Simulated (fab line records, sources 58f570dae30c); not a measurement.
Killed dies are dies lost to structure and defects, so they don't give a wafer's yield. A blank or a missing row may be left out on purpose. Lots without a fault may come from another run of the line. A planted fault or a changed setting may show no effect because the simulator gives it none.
Which tool did it? | flow berkeley_cmos170 | 16 lots, 48 wafers sampled, at 2 steps of a route of 331

WHAT THE GAUGES READ, wafer by wafer
UCB170_GATE_THK_MEAS_02.
lot  | measured     | on            | GATE_OXIDE_THK (nm)
L975 | day 6 23:43  | film_metro-01 | 6.93 6.89 6.90
L976 | day 7 16:13  | film_metro-04 | 6.92 6.75 6.83
L977 | day 7 16:13  | film_metro-01 | 6.74 6.75 6.89
L979 | day 8 06:12  | film_metro-03 | 6.93 6.79 6.79
L980 | day 8 06:12  | film_metro-01 | 6.85 6.71 6.74
L982 | day 8 11:19  | film_metro-04 | 6.70 6.78 6.80
L984 | day 8 21:55  | film_metro-03 | 6.91 7.11 6.95
L985 | day 9 16:34  | film_metro-01 | 7.05 7.04 6.95
L986 | day 9 16:33  | film_metro-04 | 6.86 6.84 6.79
L987 | day 9 21:55  | film_metro-04 | 6.74 6.66 6.88
L989 | day 10 12:57 | film_metro-04 | 6.60 6.74 6.66
L990 | day 10 19:41 | film_metro-03 | 5.48 5.38 5.44
L991 | day 10 19:44 | film_metro-03 | 5.62 5.56 5.53
L992 | day 10 19:41 | film_metro-04 | 5.64 5.69 5.59
L993 | day 10 19:42 | film_metro-01 | 5.46 5.48 5.46
L995 | day 11 01:11 | film_metro-03 | 6.76 6.88 6.80

WHICH TOOL RAN EACH LOT (tool, then ch and the chambers of the sampled wafers, then the start)
lot  | UCB170_GATE_OXIDATION_01
L975 | furnace-01 ch 0, day 6 22:13
L976 | furnace-04 ch 0, day 7 14:43
L977 | furnace-04 ch 0, day 7 14:43
L979 | furnace-02 ch 0, day 8 04:42
L980 | furnace-02 ch 0, day 8 04:42
L982 | furnace-04 ch 0, day 8 09:49
L984 | furnace-02 ch 0, day 8 20:24
L985 | furnace-04 ch 0, day 9 15:03
L986 | furnace-04 ch 0, day 9 15:03
L987 | furnace-02 ch 0, day 9 20:25
L989 | furnace-02 ch 0, day 10 11:26
L990 | furnace-02 ch 0, day 10 18:11
L991 | furnace-02 ch 0, day 10 18:11
L992 | furnace-02 ch 0, day 10 18:11
L993 | furnace-02 ch 0, day 10 18:11
L995 | furnace-04 ch 0, day 10 23:40
- UCB170_GATE_OXIDATION_01: target thk 6.6 nm, ox time 1848 s.

WHAT THE TOOLS THEMSELVES READ (means of the sampled wafers that have a number; where no wafer has one, the mark that the record gives instead)
UCB170_GATE_OXIDATION_01.
lot  | tool       | spike_tc_centre_C (C) | spike_tc_load_C (C) | spike_tc_source_C (C)
L975 | furnace-01 | 852.4                 | 878.8               | 868.0
L976 | furnace-04 | 852.3                 | 876.7               | 869.5
L977 | furnace-04 | 853.0                 | 877.8               | 869.0
L979 | furnace-02 | 853.9                 | 874.3               | 870.1
L980 | furnace-02 | 854.4                 | 874.2               | 869.8
L982 | furnace-04 | 854.3                 | 877.0               | 869.1
L984 | furnace-02 | 853.9                 | 874.6               | 868.8
L985 | furnace-04 | 853.1                 | 876.8               | 869.9
L986 | furnace-04 | 852.6                 | 878.2               | 869.7
L987 | furnace-02 | 851.9                 | 873.5               | 870.0
L989 | furnace-02 | 853.9                 | 874.8               | 869.6
L990 | furnace-02 | 838.1                 | 858.2               | 852.9
L991 | furnace-02 | 837.0                 | 858.7               | 852.5
L992 | furnace-02 | 837.3                 | 858.5               | 853.8
L993 | furnace-02 | 838.0                 | 857.8               | 853.1
L995 | furnace-04 | 851.2                 | 877.6               | 869.9

THE ANSWER, worked out from the rows above alone
Rule: what is usual is taken from the lots themselves. Put in order of their means at a reading, lots are off if they are a third of the lots or fewer, leave a main group of 4 or more, and stand apart from it by a gap of 3 or more times the standard deviation of the main group's means; of several such gaps the widest counts. A main group whose means are all the same, to the digits that the tables above print for the reading, isn't used. A lot without any number at a reading at which 4 lots or more have one is off too. The other lots that the step has rows for count as sound. The gauges are gone through in route order, then the tools' own readings, and for those a lot's mean is taken as printed above. The first step at which some lot is off is used, and at that step the reading that is off furthest; a lot without a number counts as furthest.
Off: L990, L991, L992, L993, at UCB170_GATE_THK_MEAS_02 (GATE_OXIDE_THK). The main group: mean 6.83 nm, standard deviation 0.095.
A tool fits if, at a process step before that reading, it ran every lot that is off, and no sound lot after the first of them. The gauges at UCB170_GATE_THK_MEAS_02 aren't tried: what is off there is off at UCB170_GATE_OXIDATION_01 too, on other tools, and a gauge's error can't cause that. One fits: furnace-02 at UCB170_GATE_OXIDATION_01. Its last sound lot is L989 (day 10 11:26), its first lot that is off L990 (day 10 18:11): a fault that began between those two fits.
The tool's own readings at UCB170_GATE_OXIDATION_01 bear it out: on the lots that are off they differ by more than 5 times the standard deviation of the sound lots' means. spike_tc_centre_C reads 837.6 C there against 853.1 C on the sound lots; spike_tc_load_C reads 858.3 C there against 876.2 C on the sound lots; spike_tc_source_C reads 853.1 C there against 869.5 C on the sound lots.

WHAT THE SIMULATOR HAD PUT IN
Process parameter drift: furnace-02, from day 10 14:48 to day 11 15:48, at UCB170_GATE_OXIDATION_01. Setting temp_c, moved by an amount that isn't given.
Lots struck among those shown: L990, L992, L993, L991. The rule above found the same.
